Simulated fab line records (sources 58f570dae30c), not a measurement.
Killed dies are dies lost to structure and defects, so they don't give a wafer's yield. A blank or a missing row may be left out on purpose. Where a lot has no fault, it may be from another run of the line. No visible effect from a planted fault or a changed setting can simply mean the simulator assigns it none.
Which of the tools did it? ; flow berkeley-cmos170 ; 39 wafers from 13 lots sampled at 3 of the route's 331 steps

## WHAT THE GAUGES READ, wafer by wafer
UCB170_M3_RS_MEAS_02: the measuring method here is four-point-probe.
lot;measured;on;M3_AL_RS (ohm/sq)
L443;day 7 10:38;film-metro-01;0.0315 0.0317 0.0318
L444;day 7 20:44;film-metro-02;0.0334 0.0328 0.0320
L448;day 8 06:41;film-metro-03;0.0330 0.0322 0.0327
L446;day 8 07:07;film-metro-03;0.0322 0.0318 0.0319
L450;day 8 20:11;film-metro-01;0.0317 0.0326 0.0322
L449;day 8 20:30;film-metro-01;0.0316 0.0329 0.0317
L453;day 9 04:57;film-metro-03;0.0321 0.0327 0.0328
L455;day 9 19:04;film-metro-03;0.0317 0.0323 0.0316
L454;day 9 19:22;film-metro-02;0.0323 0.0321 0.0335
L460;day 11 07:49;film-metro-01;0.0318 0.0323 0.0322
L459;day 11 08:31;film-metro-01;0.0326 0.0325 0.0283
L465;day 11 21:02;film-metro-01;0.0317 0.0311 0.0314
L466;day 11 21:22;film-metro-03;0.0316 0.0323 0.0328

UCB170_M3_THK_MEAS_03: measures by xrf.
lot;measured;on;M3_AL_THK (nm)
L443;day 7 10:45;film-metro-01;931 931 925
L444;day 7 20:52;film-metro-02;871 893 915
L448;day 8 06:49;film-metro-03;895 918 905
L446;day 8 07:13;film-metro-03;916 927 922
L450;day 8 20:17;film-metro-01;921 898 909
L449;day 8 20:37;film-metro-01;919 893 924
L453;day 9 05:04;film-metro-03;923 901 901
L455;day 9 19:11;film-metro-03;931 913 935
L454;day 9 19:29;film-metro-02;904 904 872
L460;day 11 07:56;film-metro-01;929 911 914
L459;day 11 08:36;film-metro-01;905 903 1017
L465;day 11 21:08;film-metro-01;926 949 941
L466;day 11 21:29;film-metro-03;935 915 906

## WHAT TOOL EACH LOT RAN ON (gives the tool, then ch and the chambers of the sampled wafers, and finally the start)
lot;UCB170_M3_SPUTTER_01
L443;pvd-sputter-03, day 7 10:32
L444;pvd-sputter-04, day 7 20:40
L448;pvd-sputter-04, day 8 06:34
L446;pvd-sputter-03, day 8 06:59
L450;pvd-sputter-04, day 8 20:04
L449;pvd-sputter-01, day 8 20:25
L453;pvd-sputter-04, day 9 04:52
L455;pvd-sputter-03, day 9 18:58
L454;pvd-sputter-01, day 9 19:17
L460;pvd-sputter-03, day 11 07:44
L459;pvd-sputter-04, day 11 08:22
L465;pvd-sputter-03, day 11 20:56
L466;pvd-sputter-01, day 11 21:17
- UCB170_M3_SPUTTER_01: material Al, target thk 900 nm, time 120 s.

## WHAT THE TOOLS THEMSELVES READ (means of the sampled wafers that have a number; where no wafer has one, the mark that the record gives instead)
UCB170_M3_SPUTTER_01.
lot;tool;chamber-pressure-pa (Pa);throttle-valve-pct (%)
L443;pvd-sputter-03;0.4993;29.6
L444;pvd-sputter-04;0.4999;30.5
L448;pvd-sputter-04;0.4982;29.6
L446;pvd-sputter-03;0.5003;29.2
L450;pvd-sputter-04;0.4996;30.4
L449;pvd-sputter-01;0.4999;30.0
L453;pvd-sputter-04;0.5000;30.5
L455;pvd-sputter-03;0.5001;29.8
L454;pvd-sputter-01;0.5000;30.6
L460;pvd-sputter-03;0.5005;29.4
L459;pvd-sputter-04;0.4381;32.7
L465;pvd-sputter-03;0.4998;29.7
L466;pvd-sputter-01;0.5002;29.9

## THE ANSWER, worked out from the rows above alone
Rule: the usual values come from the lots themselves. The widest of any qualifying gaps counts: lots, ordered by their means at a reading, are off when they make up no more than a third of the lots, leave a main group of 4 or more, and stand apart from it by 3 or more times the standard deviation of that group's means. The tables above print the reading to a certain number of digits; a main group whose means all agree to those digits is not used. A lot without any number at a reading at which 4 lots or more have one is off too. Any other lot the step has rows for is counted as sound. First the gauges in route order, then the tools' own readings, where a lot's mean is used as printed above. The first step at which some lot is off is used, and at that step the reading that is off furthest; a lot without a number counts as furthest.
Off at UCB170_M3_SPUTTER_01 (chamber-pressure-pa): L459. The main group has a mean of 0.4998 Pa with a standard deviation of 0.00057.
A tool fits if, at that step or a process step before it, it ran every lot that is off, and no sound lot after the first of them. One fits: UCB170_M3_SPUTTER_01 on pvd-sputter-04. A fault onset in the window from L453 (day 9 04:52, its last sound lot) to L459 (day 11 08:22, its first lot off) fits.
The tool's own readings at UCB170_M3_SPUTTER_01 bear it out: on the lots that are off they differ by more than 5 times the standard deviation of the sound lots' means. chamber-pressure-pa reads 0.4381 Pa there against 0.4998 Pa on the sound lots; throttle-valve-pct reads 32.7 % there against 29.9 % on the sound lots.

## WHAT THE SIMULATOR HAD PUT IN
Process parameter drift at UCB170_M3_SPUTTER_01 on pvd-sputter-04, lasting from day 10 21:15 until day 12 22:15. Setting chamber-pressure-pa shifted by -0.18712 from 0.5. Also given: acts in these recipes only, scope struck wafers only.
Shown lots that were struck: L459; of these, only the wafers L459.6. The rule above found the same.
